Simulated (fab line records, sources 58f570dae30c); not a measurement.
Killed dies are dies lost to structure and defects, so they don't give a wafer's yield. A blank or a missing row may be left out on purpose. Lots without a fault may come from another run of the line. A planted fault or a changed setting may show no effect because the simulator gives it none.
One fault seen from 2 desks | flow berkeley_cmos170 | each desk has only its own numbers; what lay behind them comes last

THE METROLOGY DESK
What the gauges read, lot by lot, whatever tool the lot ran on: means of the sampled wafers that have a number. A lot is out of limits, marked OUT, if its mean lies more than 4 standard deviations from the usual mean; the brackets give that distance.
Columns: A = NLDD_TW at UCB170_NLDD_TW_MEAS_11, usual 2191; B = cd_nm at UCB170_V1_CD_MEAS_12, usual 699.7 nm
lot  | first seen here | A                    | B
L651 | day 7 15:23     | 2172                 | 701.7
L650 | day 7 15:35     | 2203                 | 699.9
L652 | day 7 20:25     | 2202                 | 700.7
L653 | day 7 20:42     | 2201                 | 699.5
L654 | day 8 16:17     | 2205                 | 699.1
L656 | day 8 16:49     | 2211                 | 698.3
L655 | day 8 16:55     | 2170                 | 699.8
L658 | day 9 11:26     | 2202                 | 697.5
L661 | day 10 10:35    | 2210                 | 701.7
L660 | day 10 10:41    | 2199                 | 700.0
L665 | day 10 22:51    | 2205                 | 698.5
L664 | day 10 23:27    | 2197                 | 698.4
L673 | day 12 11:56    | 29 (-99 or more) OUT | 701.5
L672 | day 12 12:14    | 29 (-99 or more) OUT | 698.5
This desk's finding: out of limits on L672, L673; first on L673, day 12 11:56 (NLDD_TW at UCB170_NLDD_TW_MEAS_11). In limits: L651, L650, L652, L653, L654, L656, L655, L658, L661, L660, L665, L664.

THE TOOL OWNER'S DESK: plasma_asher-04
The tool's own readings at UCB170_PLDD_STRIP_10 (strips in O2): means of the sampled wafers that have a number, for each lot that ran on this tool. A lot is out of limits, marked OUT, if its mean lies more than 4 standard deviations from the usual mean; the brackets give that distance.
Columns: A = chamber_pressure_mTorr at UCB170_PLDD_STRIP_10, usual 3500 mTorr; B = drypump_motor_current_A at UCB170_PLDD_STRIP_10, usual 5.8 A; C = oes_product_au at UCB170_PLDD_STRIP_10, usual 0.735 a.u.; D = strip_time_to_endpoint_s at UCB170_PLDD_STRIP_10, usual 21.62 s
lot  | first seen here | A    | B   | C     | D
L652 | day 7 18:34     | 3503 | 5.5 | 0.738 | 21.62
L654 | day 8 14:13     | 3497 | 5.6 | 0.738 | 21.63
L665 | day 10 20:56    | 3501 | 5.5 | 0.738 | 21.50
This desk's finding: nothing out of limits on any of the 3 lots.

PUT TOGETHER
The metrology desk could have raised an alarm at day 12 11:56, on L672, L673.
The tool owner's desk saw nothing out of limits.
The tool owner's desk has no number on record for L672, L673.
Of the lots named, all ran UCB170_PLDD_STRIP_10 on plasma_asher-04.

WHAT THE SIMULATOR HAD PUT IN
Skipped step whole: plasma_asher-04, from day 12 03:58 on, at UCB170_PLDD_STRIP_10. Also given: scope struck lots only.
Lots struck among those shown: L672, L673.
Hours from the fault's start to each desk's first reading out of limits: the metrology desk, 8.
